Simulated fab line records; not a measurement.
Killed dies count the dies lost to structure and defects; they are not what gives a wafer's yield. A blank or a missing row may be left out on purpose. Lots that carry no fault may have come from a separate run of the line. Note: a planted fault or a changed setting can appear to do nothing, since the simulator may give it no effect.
Chamber matching / flow rit-cmos / 3 sister chambers for RIT_FOX2_WET_ETCH_03 on wet-bench-01
The step etches Si3N4 in H3PO4, target depth 195 nm, time 2700 s. 3 wafers are shown with their chamber, then 4 later ones without.

EACH WAFER AND ITS CHAMBER
wafer=L982.6; chamber=3; run-length-s (s)=2725
wafer=L995.6; chamber=1; run-length-s (s)=2727
wafer=L996.5; chamber=2; run-length-s (s)=2734

WAFERS WITH NO CHAMBER GIVEN
wafer=L996.6; run-length-s (s)=2734
wafer=L101.4; run-length-s (s)=2726
wafer=L101.5; run-length-s (s)=2726
wafer=L101.6; run-length-s (s)=2726

THE CHAMBER EACH PASSED THROUGH
wafer=L996.6; from the rows above=2; in truth=2
wafer=L101.4; from the rows above=can't be placed: 1 or 3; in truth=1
wafer=L101.5; from the rows above=can't be placed: 1 or 3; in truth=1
wafer=L101.6; from the rows above=can't be placed: 1 or 3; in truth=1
Placed correctly: 1 of 4. Not placeable from these rows: 3 (in 3, the candidates include the true chamber). Number placed wrongly: 0.
How it was worked out, from the rows above alone: a wafer's distance from a chamber is the root of the sum, over the readings, of the square of ((its reading less the chamber's mean) divided by the reading's scatter). If the next closest chamber is less than 2 further off than the closest, the wafer can't be placed; otherwise it belongs to the closest. For every chamber, the mean is computed from those of its wafers that are shown. The scatter: root of mean squared gap, hidden wafer to nearest shown wafer, with one shown wafer a chamber.
